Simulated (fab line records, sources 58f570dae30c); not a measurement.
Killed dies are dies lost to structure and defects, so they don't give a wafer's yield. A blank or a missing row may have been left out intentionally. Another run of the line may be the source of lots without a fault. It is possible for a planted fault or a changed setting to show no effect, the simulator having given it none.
Which of the tools did it?	flow berkeleyCmos170	42 wafers from 14 lots sampled at 5 of the route's 331 steps

## WHAT EACH GAUGE READ, for each wafer
UCB170_PLDD_OVL_MEAS_07. Usual: PLDD_OVL 2 nm, standard deviation 5.3.
lot	measured	on	PLDD_OVL (nm)	flag
L994	day 5 23:51	overlay-01	0 1 7	
L993	day 5 23:09	overlay-01	-3 -1 -2	
L995	day 5 22:52	overlay-02	-4 5 -5	
L997	day 6 18:50	overlay-01	-5 -3 3	
L996	day 6 22:38	overlay-01	6 -1 6	
L998	day 6 22:11	overlay-01	1 14 2	
L100	day 7 05:57	overlay-02	2 -2 9	
L101	day 8 01:53	overlay-01	-3 6 6	
L104	day 8 02:37	overlay-02	4 3 6	
L105	day 8 05:34	overlay-02	4 3 11	
L108	day 9 01:09	overlay-02	4 4 -3	
L111	day 10 01:08	overlay-02	-5 -6 -1	
L113	day 10 00:40	overlay-02	-5 -5 -7	
L116	day 10 18:59	overlay-02	6 -2 -5	

UCB170_V2_CD_MEAS_12: target cd 700 nm. Usual: cdNm at 700.1 nm, with a standard deviation of 1.4.
lot	measured	on	cdNm (nm)	flag
L994	day 7 09:11	cdSem-02	701.6 701.8 702.7	
L993	day 7 09:44	cdSem-01	701.6 701.8 700.0	
L995	day 7 09:14	cdSem-01	699.7 701.2 701.6	
L997	day 8 05:54	cdSem-02	698.1 697.4 697.5	
L996	day 8 05:39	cdSem-02	699.2 698.8 698.2	
L998	day 8 10:03	cdSem-01	699.6 698.4 697.9	
L100	day 8 21:39	cdSem-02	701.0 702.3 702.6	
L101	day 9 13:16	cdSem-01	701.4 699.3 701.2	
L104	day 9 13:02	cdSem-02	710.4 709.2 708.4 710.6 709.0 708.1	OFF
L105	day 9 12:32	cdSem-01	699.0 700.4 700.1	
L108	day 10 13:25	cdSem-02	700.3 698.6 698.7	
L111	day 11 12:14	cdSem-02	706.9 707.6 706.9 707.1 707.7 706.9	OFF
L113	day 11 12:19	cdSem-01	700.8 700.6 700.0	
L116	day 12 09:05	cdSem-02	700.9 702.1 702.4	

## WHAT TOOL EACH LOT RAN ON (gives the tool, then ch and the chambers of the sampled wafers, and finally the start)
lot	UCB170_PWELL_STRIP_16	UCB170_V1_CVD_00	UCB170_V2_PEB_10
L994	plasmaAsher-01 ch 0,1, day 3 02:55	pecvd-04 ch 1,2, day 6 21:47	lithoTrack-03 ch 0, day 7 08:54
L993	plasmaAsher-02 ch 0,1, day 3 03:01	pecvd-01 ch 0,1, day 6 21:47	lithoTrack-01 ch 0, day 7 09:26
L995	plasmaAsher-03 ch 0,1, day 3 05:29	pecvd-04 ch 0,2, day 6 21:57	lithoTrack-01 ch 0, day 7 08:57
L997	plasmaAsher-03 ch 0,1, day 3 19:28	pecvd-01 ch 0,2, day 7 20:44	lithoTrack-01 ch 0, day 8 05:38
L996	plasmaAsher-02 ch 0,1, day 3 19:43	pecvd-04 ch 0,2, day 7 20:44	lithoTrack-01 ch 0, day 8 05:23
L998	plasmaAsher-02 ch 1, day 4 04:21	pecvd-02 ch 0,2, day 8 01:05	lithoTrack-01 ch 0, day 8 09:46
L100	plasmaAsher-02 ch 0,1, day 4 16:20	pecvd-02 ch 0,2, day 8 12:57	lithoTrack-03 ch 0, day 8 21:23
L101	plasmaAsher-03 ch 0,1, day 4 22:46	pecvd-04 ch 0,1, day 9 04:07	lithoTrack-01 ch 0, day 9 12:59
L104	plasmaAsher-03 ch 0,1, day 5 01:13	pecvd-02 ch 0,1,2, day 9 04:07	lithoTrack-03 ch 0, day 9 12:46
L105	plasmaAsher-01 ch 0,1, day 5 12:00	pecvd-01 ch 0,2, day 9 03:57	lithoTrack-01 ch 0, day 9 12:16
L108	plasmaAsher-01 ch 0,1, day 5 23:30	pecvd-04 ch 0,1,2, day 10 05:29	lithoTrack-01 ch 0, day 10 13:09
L111	plasmaAsher-03 ch 0,1, day 6 19:47	pecvd-02 ch 0,1,2, day 11 03:58	lithoTrack-03 ch 0, day 11 11:59
L113	plasmaAsher-03 ch 0,1, day 7 00:34	pecvd-04 ch 0,1,2, day 11 03:53	lithoTrack-02 ch 0, day 11 12:03
L116	plasmaAsher-01 ch 0,1, day 7 18:09	pecvd-01 ch 1, day 11 23:02	lithoTrack-02 ch 0, day 12 08:48
- UCB170_PWELL_STRIP_16: strips in O2.
- UCB170_V1_CVD_00: deposits SiO2 from TEOS/O2, target thk 2000 nm, time 250 s.
- UCB170_V2_PEB_10

## WHAT THE TOOLS THEMSELVES READ (means of the sampled wafers that have a number; where no wafer has one, the mark that the record gives instead)
UCB170_PWELL_STRIP_16. Usual: drypumpMotorCurrentA 5.8 A, standard deviation 0.53; oesProductAu 0.720 a.u., standard deviation 0.0041; stripTimeToEndpointS 18.09 s, standard deviation 0.068.
lot	tool	drypumpMotorCurrentA (A)	oesProductAu (a.u.)	stripTimeToEndpointS (s)	flag
L994	plasmaAsher-01	5.5	0.724	18.11	
L993	plasmaAsher-02	6.6	0.722	18.07	
L995	plasmaAsher-03	5.6	0.721	18.14	
L997	plasmaAsher-03	5.5	0.722	18.01	
L996	plasmaAsher-02	6.6	0.718	18.04	
L998	plasmaAsher-02	6.5	0.722	18.13	
L100	plasmaAsher-02	6.6	0.720	18.08	
L101	plasmaAsher-03	5.6	0.722	18.10	
L104	plasmaAsher-03	5.6	0.719	18.08	
L105	plasmaAsher-01	5.3	0.719	18.08	
L108	plasmaAsher-01	5.5	0.724	18.08	
L111	plasmaAsher-03	5.7	0.722	18.11	
L113	plasmaAsher-03	5.6	0.719	18.13	
L116	plasmaAsher-01	5.5	0.719	18.03	

UCB170_V1_CVD_00. Usual: heaterPowerW 258 W, standard deviation 49; pressureMtorr 9002 mTorr, standard deviation 17.
lot	tool	heaterPowerW (W)	pressureMtorr (mTorr)	flag
L994	pecvd-04	302	9001	
L993	pecvd-01	234	9013	
L995	pecvd-04	281	9007	
L997	pecvd-01	237	8999	
L996	pecvd-04	284	9007	
L998	pecvd-02	213	9012	
L100	pecvd-02	215	9002	
L101	pecvd-04	260	9015	
L104	pecvd-02	226	9005	
L105	pecvd-01	286	8998	
L108	pecvd-04	269	8975	
L111	pecvd-02	221	8990	
L113	pecvd-04	295	8986	
L116	pecvd-01	254	9019	

## THE ANSWER, worked out from the rows above alone
Rule: a lot is off if the mean of its wafers that have a number lies more than 3 standard deviations from the usual mean. Also off: a lot with no number at a reading for which 4 or more lots have one. All remaining lots with rows at the step are treated as sound. After the gauges, taken in route order, come the tools' own readings; for these a lot's mean is taken, as printed above. At the first step where some lot is off, the reading lying furthest off is the one used; lots without a number count as furthest.
Off at UCB170_V2_CD_MEAS_12 (cdNm): L104, L111.
If a tool, at a process step before that reading, ran all the lots that are off and no sound lot after the first of them, it fits. Those tools and the gauges at UCB170_V2_CD_MEAS_12 are tried in the same way. Can't be told from this: 2 tools fit, pecvd-02 at UCB170_V1_CVD_00, lithoTrack-03 at UCB170_V2_PEB_10.

## WHAT WAS PUT IN BY THE SIMULATOR
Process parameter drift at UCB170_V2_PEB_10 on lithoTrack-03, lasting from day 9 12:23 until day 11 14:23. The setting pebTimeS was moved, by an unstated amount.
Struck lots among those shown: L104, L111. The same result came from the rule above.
